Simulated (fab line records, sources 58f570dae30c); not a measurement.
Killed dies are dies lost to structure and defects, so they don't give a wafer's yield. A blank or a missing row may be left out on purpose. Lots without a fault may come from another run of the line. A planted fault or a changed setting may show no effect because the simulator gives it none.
Problem report in the 8D (eight disciplines) form, filled by code | flow berkeley_cmos170 | the parts of the form that need people (team, actions taken, sign-off) are left out

1. THE PROBLEM
chamber_pressure_mTorr at UCB170_M2_METAL_ETCH_18 reads a mean of 6.001 mTorr on 2 wafers of 2 lots; wafers without a fault read 12.000 mTorr with a standard deviation of 0.013. That is -99 or more standard deviations from the usual mean.
The step: etches Al in Cl2/BCl3, stops on SiO2, target depth 1170 nm, time 195 s.
First seen on wafer L766.6, day 12 11:18, on rie_metal-02. The record holds 42 wafers of 14 lots with a number at this step. Rule for "out", or "out of limits": more than 4 standard deviations from the usual mean. The other wafers with a number count as sound.

2. WHAT IT IS AND WHAT IT IS NOT
question                    | is                     | is not
which readings at this step | chamber_pressure_mTorr | drypump_motor_current_A, oes_product_au, rf_fwd_power_W, throttle_valve_pct
which lots                  | L766, L767             | L750, L751, L752, L753, L755, L756, L757, L768, L769, L770, L771, L773
which wafers of those lots  | L766.6, L767.2         | L766.2, L766.5, L767.1, L767.3
read on which tools         | rie_metal-02           | rie_metal-01, rie_metal-03
when                        | from day 12 11:18      | up to then (23 sound wafers); but 17 sound wafers of L767, L768, L769, L770, L771, L773 came after

3. SUSPECTS, AND WHAT RULES EACH OUT
Counting: a tool at a process step up to the reading stays a suspect if it ran every lot that is out. Sound lots after the first of them don't rule it out here, since some wafers of a struck lot are sound.
- rie_metal-02 at UCB170_M2_METAL_ETCH_18 (etches Al in Cl2/BCl3, stops on SiO2, target depth 1170 nm, time 195 s): kept. It ran every lot that is out, first L766 (day 12 11:18); its last sound lot up to then is L757 (day 11 04:59). Its own readings are out on those wafers: chamber_pressure_mTorr.
- Within rie_metal-02 at UCB170_M2_METAL_ETCH_18: the wafers that are out ran in chamber 0; their sound lot-mates ran in chamber 1.
Left after counting: rie_metal-02 at UCB170_M2_METAL_ETCH_18.

4. THE CAUSE (what the simulator had put in)
Process parameter drift: rie_metal-02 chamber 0, from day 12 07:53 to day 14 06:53, at UCB170_M2_METAL_ETCH_18. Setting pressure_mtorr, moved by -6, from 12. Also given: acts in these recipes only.
Counting left only this tool.

5. THE CHAIN OF EFFECTS, in route order
Each row: a reading whose mean over the struck wafers that have a number lies more than 3 standard deviations from the usual. Only readings for which the record gives a usual standard deviation are gone through. hours: the time from each lot's start at the first step in this table that gives one to its start at this step, as a median over the lots. sigmas: the change in usual standard deviations.
hours | step                    | reading                | usual        | on struck wafers | change | sigmas
0     | UCB170_M2_METAL_ETCH_18 | chamber_pressure_mTorr | 12.000 mTorr | 6.001            | -5.999 | -99 or more
The process steps in it:
- UCB170_M2_METAL_ETCH_18: etches Al in Cl2/BCl3, stops on SiO2, target depth 1170 nm, time 195 s.

6. WHAT WOULD HAVE CAUGHT IT SOONER
In this record the first reading out of limits was taken at day 12 11:18, 3 hours after the fault began at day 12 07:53.
